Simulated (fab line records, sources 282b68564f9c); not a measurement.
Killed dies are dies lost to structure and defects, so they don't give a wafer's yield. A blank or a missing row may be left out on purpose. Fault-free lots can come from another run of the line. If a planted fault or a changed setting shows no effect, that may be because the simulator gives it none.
Split-lot experiment :: flow rit_cmos :: 27 wafers read across 5 lots, on a route 202 steps long

THE SPLIT
At RIT_GATE_OXIDATION_05 (target thk 3 nm, ox time 270 s), the setting ox_time_s was moved away from the recipe's 270 s on 12 of the 27 wafers read, by -19.5% to +54.4%. The other wafers ran this setting at the recipe's value.

BETWEEN THE SPLIT AND THE READING: the file shows 1 step in between
- RIT_GATE_ANNEAL_06: time 600 s

THE READING
GATE_OXIDE_THK in nanometres, read at RIT_GATE_THK_MEAS_07. Fault-free wafers of this fab line usually give 3.02 nm, standard deviation 0.068 nm.

wafer: L075.1
tool, chamber at the split: -, -
ox_time_s as run, s: 416.9
against the recipe: +54.4%
GATE_OXIDE_THK, nm: 4.23
against lot-mates on the recipe: no lot-mate on the recipe

wafer: L075.2
tool, chamber at the split: -, -
ox_time_s as run, s: 416.9
against the recipe: +54.4%
GATE_OXIDE_THK, nm: 4.19
against lot-mates on the recipe: no lot-mate on the recipe

wafer: L075.3
tool, chamber at the split: -, -
ox_time_s as run, s: 416.9
against the recipe: +54.4%
GATE_OXIDE_THK, nm: 4.15
against lot-mates on the recipe: no lot-mate on the recipe

wafer: L075.4
tool, chamber at the split: -, -
ox_time_s as run, s: 416.9
against the recipe: +54.4%
GATE_OXIDE_THK, nm: 4.17
against lot-mates on the recipe: no lot-mate on the recipe

wafer: L075.5
tool, chamber at the split: -, -
ox_time_s as run, s: 416.9
against the recipe: +54.4%
GATE_OXIDE_THK, nm: 4.15
against lot-mates on the recipe: no lot-mate on the recipe

wafer: L075.6
tool, chamber at the split: -, -
ox_time_s as run, s: 416.9
against the recipe: +54.4%
GATE_OXIDE_THK, nm: 4.16
against lot-mates on the recipe: no lot-mate on the recipe

wafer: L078.3
tool, chamber at the split: furnace-03, 0
ox_time_s as run, s: 270
against the recipe: recipe
GATE_OXIDE_THK, nm: 3.07
against lot-mates on the recipe: -

wafer: L078.4
tool, chamber at the split: furnace-03, 0
ox_time_s as run, s: 270
against the recipe: recipe
GATE_OXIDE_THK, nm: 3.06
against lot-mates on the recipe: -

wafer: L078.6
tool, chamber at the split: furnace-03, 0
ox_time_s as run, s: 270
against the recipe: recipe
GATE_OXIDE_THK, nm: 3.07
against lot-mates on the recipe: -

wafer: L080.1
tool, chamber at the split: -, -
ox_time_s as run, s: 217.4
against the recipe: -19.5%
GATE_OXIDE_THK, nm: 2.50
against lot-mates on the recipe: no lot-mate on the recipe

wafer: L080.2
tool, chamber at the split: -, -
ox_time_s as run, s: 217.4
against the recipe: -19.5%
GATE_OXIDE_THK, nm: 2.51
against lot-mates on the recipe: no lot-mate on the recipe

wafer: L080.3
tool, chamber at the split: -, -
ox_time_s as run, s: 217.4
against the recipe: -19.5%
GATE_OXIDE_THK, nm: 2.55
against lot-mates on the recipe: no lot-mate on the recipe

wafer: L080.4
tool, chamber at the split: -, -
ox_time_s as run, s: 217.4
against the recipe: -19.5%
GATE_OXIDE_THK, nm: 2.47
against lot-mates on the recipe: no lot-mate on the recipe

wafer: L080.5
tool, chamber at the split: -, -
ox_time_s as run, s: 217.4
against the recipe: -19.5%
GATE_OXIDE_THK, nm: 2.52
against lot-mates on the recipe: no lot-mate on the recipe

wafer: L080.6
tool, chamber at the split: -, -
ox_time_s as run, s: 217.4
against the recipe: -19.5%
GATE_OXIDE_THK, nm: 2.47
against lot-mates on the recipe: no lot-mate on the recipe

wafer: L082.1
tool, chamber at the split: -, -
ox_time_s as run, s: 270
against the recipe: recipe
GATE_OXIDE_THK, nm: 3.06
against lot-mates on the recipe: -

wafer: L082.2
tool, chamber at the split: -, -
ox_time_s as run, s: 270
against the recipe: recipe
GATE_OXIDE_THK, nm: 3.09
against lot-mates on the recipe: -

wafer: L082.3
tool, chamber at the split: -, -
ox_time_s as run, s: 270
against the recipe: recipe
GATE_OXIDE_THK, nm: 3.02
against lot-mates on the recipe: -

wafer: L082.4
tool, chamber at the split: -, -
ox_time_s as run, s: 270
against the recipe: recipe
GATE_OXIDE_THK, nm: 3.04
against lot-mates on the recipe: -

wafer: L082.5
tool, chamber at the split: -, -
ox_time_s as run, s: 270
against the recipe: recipe
GATE_OXIDE_THK, nm: 3.08
against lot-mates on the recipe: -

wafer: L082.6
tool, chamber at the split: -, -
ox_time_s as run, s: 270
against the recipe: recipe
GATE_OXIDE_THK, nm: 3.01
against lot-mates on the recipe: -

wafer: L085.1
tool, chamber at the split: -, -
ox_time_s as run, s: 270
against the recipe: recipe
GATE_OXIDE_THK, nm: 2.94
against lot-mates on the recipe: -

wafer: L085.2
tool, chamber at the split: -, -
ox_time_s as run, s: 270
against the recipe: recipe
GATE_OXIDE_THK, nm: 2.97
against lot-mates on the recipe: -

wafer: L085.3
tool, chamber at the split: -, -
ox_time_s as run, s: 270
against the recipe: recipe
GATE_OXIDE_THK, nm: 2.98
against lot-mates on the recipe: -

wafer: L085.4
tool, chamber at the split: -, -
ox_time_s as run, s: 270
against the recipe: recipe
GATE_OXIDE_THK, nm: 3.00
against lot-mates on the recipe: -

wafer: L085.5
tool, chamber at the split: -, -
ox_time_s as run, s: 270
against the recipe: recipe
GATE_OXIDE_THK, nm: 2.96
against lot-mates on the recipe: -

wafer: L085.6
tool, chamber at the split: -, -
ox_time_s as run, s: 270
against the recipe: recipe
GATE_OXIDE_THK, nm: 2.94
against lot-mates on the recipe: -

FIT RESULTS
A straight line over all 27 wafers: GATE_OXIDE_THK changes by +0.0221 nm for each +1% of ox_time_s; r = +1.00; the points scatter about the line by 0.057 nm.
Too few moved wafers with a lot-mate on the recipe to fit a line net of each lot's own level.

THE WHOLE CHAIN: every reading that the file lists as answering this split, in the file's order
step: RIT_GATE_OXIDATION_05
what it does: target thk 3 nm, ox time 270 s
reading: SiO2_of_GATE_OXIDATION_05.thk_nm (the simulator's own value, which no gauge read)
change (the file's fit): +0.0216 nm for each +1% of the setting
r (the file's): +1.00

step: RIT_GATE_THK_MEAS_07
what it does: 
reading: GATE_OXIDE_THK
change (the file's fit): +0.0221 for each +1% of the setting
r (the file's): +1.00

step: RIT_M1_PROBE_99
what it does: 
reading: etest.pplus_sal.width_nm (the simulator's own value, which no gauge read)
change (the file's fit): +3.34 nm for each +1% of the setting
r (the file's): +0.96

THE FILE'S OWN FIT
GATE_OXIDE_THK changes by +0.0221 nm for each +1% of ox_time_s, r = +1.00.
